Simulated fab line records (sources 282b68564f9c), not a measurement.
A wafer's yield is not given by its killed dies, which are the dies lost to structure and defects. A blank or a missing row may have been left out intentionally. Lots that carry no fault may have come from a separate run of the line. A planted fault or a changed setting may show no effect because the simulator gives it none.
Code-filled problem report in 8D (eight disciplines) form + flow rit-cmos + the parts of the form that need people (team, actions taken, sign-off) are left out

== 1. THE PROBLEM ==
Mean PSD_TW at RIT_PSD_TW_MEAS_10: 3194 over 6 wafers in 2 lots; fault-free wafers: 3427, standard deviation 38. That is -6.1 standard deviations from the usual mean.
Seen first at day 5 17:20 on film-metro-04, wafer L509.2. At this step, 42 wafers from 14 lots have a number in the record. The rule behind "out" and "out of limits": a value lying over 4 standard deviations away from the usual mean. Any other wafer with a number is counted as sound.

== 2. WHAT IT IS, AND WHAT IT ISN'T ==
| question                    | is                     | is not                                                                                       |
|-----------------------------|------------------------|----------------------------------------------------------------------------------------------|
| which readings at this step | PSD_TW                 | -                                                                                            |
| which lots                  | L509, L510             | L497, L498, L499, L500, L501, L504, L506, L511, L512, L513, L518, L520                       |
| which wafers of those lots  | all that have a number | -                                                                                            |
| read on which gauges        | film-metro-04          | film-metro-01, film-metro-03                                                                 |
| when                        | from day 5 17:20       | up to then (21 sound wafers); but 15 sound wafers of L511, L512, L513, L518, L520 came after |

== 3. WHAT RULES OUT EACH SUSPECT ==
Counting: any tool at a process step up to the reading is kept as a suspect provided that every lot that is out went through it and no sound lot did after the first of them.
- ruled out: the gauge at RIT_PSD_TW_MEAS_10. All the wafers that are out were read on film-metro-04, but those of them that RIT_PSD_IMPLANT_08 has rows for are out there too, on other tools.
- implanter-02 at RIT_PSD_IMPLANT_08: kept. It ran every lot that is out, first L509 (day 5 17:02), and no sound lot after that; its last sound lot up to then is L501 (day 4 08:29). Its own readings are out on those wafers: dose-ions-cm2.
Left after counting: implanter-02 at RIT_PSD_IMPLANT_08.

== 4. THE CAUSE (what the simulator had put in) ==
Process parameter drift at RIT_PSD_IMPLANT_08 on implanter-02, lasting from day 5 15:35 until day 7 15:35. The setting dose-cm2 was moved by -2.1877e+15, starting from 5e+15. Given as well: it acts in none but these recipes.
The count eliminated every tool but this one.

== 5. THE CHAIN OF EFFECTS, in route order ==
One row per reading whose mean, taken over the struck wafers that have a number, lies over 3 standard deviations from the usual. Readings are gone through only where the record gives a usual standard deviation; hours: the median, over the lots, of the time from a lot's start at the first step in this table giving one to that lot's start at this step; sigmas: the change measured in usual standard deviations.
| hours | step                    | reading            | usual         | on struck wafers | change | sigmas      |
|-------|-------------------------|--------------------|---------------|------------------|--------|-------------|
| 0     | RIT_PSD_IMPLANT_08      | beam-on-s          | 13.7 s        | 9.9              | -3.8   | -4.0        |
| 0     | RIT_PSD_IMPLANT_08      | dose-ions-cm2      | 5e+15         | 3e+15            | -2e+15 | -99 or more |
| 0     | RIT_PSD_IMPLANT_08      | faraday-current-uA | 11275         | 8737             | -2538  | -3.2        |
| 0     | RIT_PSD_TW_MEAS_10      | PSD_TW             | 3427          | 3194             | -233   | -6.1        |
| 1     | RIT_SDANNEAL_RS_MEAS_04 | PSD_RS             | 115.77 ohm/sq | 123.32           | +7.55  | +30         |
The process steps in it:
- RIT_PSD_IMPLANT_08

== 6. WHAT WOULD HAVE CAUGHT IT SOONER ==
2 hours passed between the start of the fault at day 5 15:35 and the first reading out of limits at a measuring or inspecting step in this record, taken at day 5 17:20.
Tool's own readings at RIT_PSD_IMPLANT_08, dose-ions-cm2: out on all struck wafers the step has rows for; an alarm limit on them would have tripped on the first.
Of the lots that are out (2), L510 began RIT_PSD_IMPLANT_08 on implanter-02 after day 5 17:20. It would have been spared by a hold on the tool at that moment.
